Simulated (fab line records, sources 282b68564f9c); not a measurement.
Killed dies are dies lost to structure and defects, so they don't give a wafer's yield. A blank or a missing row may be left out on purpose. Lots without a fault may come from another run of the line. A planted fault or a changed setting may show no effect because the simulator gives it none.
fab line records | flow rit_cmos
record lots=16 wafers=48 last_day=7
route steps=202 shown NLDD@106
lots that met no fault: from a run of the same line without faults
start_h: hours from the record's first day to the start of the lot's first wafer shown | wait_h: hours since the lot's step before | " the same as in the row above | L1.1+2: a row that stands for several wafers | - no value, or no start given | * or withheld: withheld | < > ~ a bound
route shown NAME@n: a module of which the file shows steps, and the number in the route of the first | usual: mean/standard deviation of fault-free wafers | same: alike in all rows | chamber/n: place in a boat | sites: the reading at each site | _std_site: their standard deviation | _edge_site: outer sites' mean less inner sites' | radius_mm: how far each site lies from the wafer's centre | mask NAME#n: copy n | behind: the tool/chamber that last shaped the wafer | hold: why the lot was held/for how many hours/how that ended | device: the transistor (n, p or np) that didn't switch | end of line: the same wafers' tests at the end of the route | a step without rows: its recipe alone | killed: dies lost to structure and defects at the first sort, not the wafer's yield | map: a wafer's dies, x killed, . not, _ none there
set.NAME: the setting as run; set.NAME@STEP: as run at that earlier step | model.NAME: the simulator's own value behind a step, which no gauge read
steps of the route over a sample of lots; a table a step, a row a wafer
services: from which hour (start_h, from the record's first day; less than 0 if before it) a tool's chamber was out of use, for how many hours, and why
## steps
# step RIT_NLDD_EXPOSE_03
# recipe mask_id=M7 na=0.57 target_cd_nm=40700 dose_mj=250
# usual reticle_temp_C=23.02/0.11 stage_vel_mm_s=499.99/0.22
# columns lot.wafer tool chamber start_h wait_h mask reticle_temp_C stage_vel_mm_s
L347.2 iline_stepper-02 0 43.40 0.2 M7#0 23.04 500.13
L347.4 " 0 " " M7#0 22.99 499.97
L347.6 " 0 " " M7#0 23.01 499.88
L349.1 iline_stepper-01 0 50.61 0.2 M7#0 23.17 499.81
L349.2 " 0 " " M7#0 23.04 500.16
L349.5 " 0 " " M7#0 23.07 500.11
L350.1 iline_stepper-01 0 57.50 0.1 M7#0 23.00 500.27
L350.2 " 0 " " M7#0 23.01 499.68
L350.3 " 0 " " M7#0 22.96 500.06
L351.1 iline_stepper-02 0 60.84 0.2 M7#0 22.71 500.25
L351.2 " 0 " " M7#0 22.94 500.43
L351.6 " 0 " " M7#0 22.98 500.27
L352.2 iline_stepper-01 0 66.67 0.2 M7#0 22.97 500.19
L352.3 " 0 " " M7#0 23.09 500.23
L352.4 " 0 " " M7#0 23.04 500.32
L353.1 iline_stepper-01 0 72.94 0.1 M7#0 23.06 499.94
L353.2 " 0 " " M7#0 23.16 500.15
L353.4 " 0 " " M7#0 23.05 499.72
L354.3 iline_stepper-02 0 78.39 0.2 M7#0 22.83 500.18
L354.5 " 0 " " M7#0 22.89 500.26
L354.6 " 0 " " M7#0 22.76 500.28
L355.3 iline_stepper-01 0 85.86 0.2 M7#0 23.03 499.97
L355.4 " 0 " " M7#0 23.05 499.95
L355.5 " 0 " " M7#0 23.09 499.68
L356.3 iline_stepper-01 0 87.98 0.1 M7#0 23.08 500.04
L356.4 " 0 " " M7#0 23.17 500.14
L356.5 " 0 " " M7#0 23.18 499.40
L357.1 iline_stepper-01 0 92.43 0.1 M7#0 22.99 500.01
L357.4 " 0 " " M7#0 22.92 499.96
L357.5 " 0 " " M7#0 23.08 499.93
L358.1 iline_stepper-01 0 97.62 0.1 M7#0 22.90 500.14
L358.4 " 0 " " M7#0 23.00 500.19
L358.5 " 0 " " M7#0 22.90 500.05
L359.1 iline_stepper-02 0 102.45 0.2 M7#0 23.06 500.15
L359.5 " 0 " " M7#0 23.12 499.57
L359.6 " 0 " " M7#0 22.97 500.01
L360.1 iline_stepper-02 0 107.45 0.1 M7#0 23.01 500.14
L360.3 " 0 " " M7#0 22.85 500.11
L360.4 " 0 " " M7#0 22.81 500.25
L364.1 iline_stepper-02 0 126.86 0.3 M7#0 22.93 500.15
L364.3 " 0 " " M7#0 23.00 500.27
L364.6 " 0 " " M7#0 23.04 499.71
L368.3 iline_stepper-02 0 146.32 0.2 M7#0 22.98 500.19
L368.4 " 0 " " M7#0 22.98 500.03
L368.5 " 0 " " M7#0 22.90 500.22
L370.2 iline_stepper-02 0 162.27 0.2 M7#0 23.16 499.86
L370.5 " 0 " " M7#0 23.04 499.95
L370.6 " 0 " " M7#0 22.99 499.87
# step RIT_NLDD_OVL_MEAS_06
# usual NLDD_OVL=-0.7/1.6
# columns lot.wafer tool chamber start_h wait_h NLDD_OVL[nm]
L347.2 overlay-01 - 43.79 - -4.0
L347.4 " - " " -3.2
L347.6 " - " " -1.9
L349.1 overlay-01 - 51.01 - 0.5
L349.2 " - " " -0.9
L349.5 " - " " -0.9
L350.1 overlay-01 - 57.90 - -2.3
L350.2 " - " " -1.8
L350.3 " - " " -2.5
L351.1 overlay-01 - 61.24 - -3.1
L351.2 " - " " -4.0
L351.6 " - " " -2.8
L352.2 overlay-01 - 67.06 - -0.5
L352.3 " - " " -0.9
L352.4 " - " " 1.2
L353.1 overlay-01 - 73.55 - -0.3
L353.2 " - " " -1.8
L353.4 " - " " -0.7
L354.3 overlay-01 - 78.76 - 1.6
L354.5 " - " " 1.4
L354.6 " - " " 1.1
L355.3 overlay-02 - 86.23 - -300.1
L355.4 " - " " -302.7
L355.5 " - " " -301.6
L356.3 overlay-02 - 88.36 - -301.5
L356.4 " - " " -299.9
L356.5 " - " " -302.7
L357.1 overlay-02 - 92.83 - -301.6
L357.4 " - " " -301.9
L357.5 " - " " -302.0
L358.1 overlay-01 - 98.02 - -301.1
L358.4 " - " " -301.6
L358.5 " - " " -299.9
L359.1 overlay-01 - 102.85 - 0.7
L359.5 " - " " 0.6
L359.6 " - " " 0.3
L360.1 overlay-01 - 107.85 - 0.7
L360.3 " - " " 1.6
L360.4 " - " " 1.4
L364.1 overlay-02 - 127.26 - 0.4
L364.3 " - " " 0.7
L364.6 " - " " 0.7
L368.3 overlay-01 - 146.69 - 0.8
L368.4 " - " " 0.6
L368.5 " - " " 1.0
L370.2 overlay-02 - 162.65 - -0.8
L370.5 " - " " -1.5
L370.6 " - " " -0.3
## services
# columns tool chamber start_h hours kind
iline_stepper-01 - 19.76 1.7 pm
iline_stepper-02 - 81.00 2.1 pm
iline_stepper-02 - 83.08 - consumable_replace:lamp
## key
first_sign step=RIT_NLDD_OVL_MEAS_06 reading=NLDD_OVL direction=down sigmas=99+ usual=-0.7 struck=-301.4
effect none on later readings
met_at RIT_NLDD_EXPOSE_03
struck_lots L355,L356,L357,L358
tester_left_out L355,L356,L357,L358
onset_between 72.94 85.86
fault kind=scanner_matching_overlay tool=iline_stepper-01 chamber=- onset_h=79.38 steps=RIT_NLDD_EXPOSE_03 offset=-300
# tester_left_out: of these lots the tester's yield and bins aren't shown, on N5 and GAA mostly nor the transistor test; their killed dies are dies lost to structure and defects alone, not to doping, threshold or leakage, so they don't give the yield
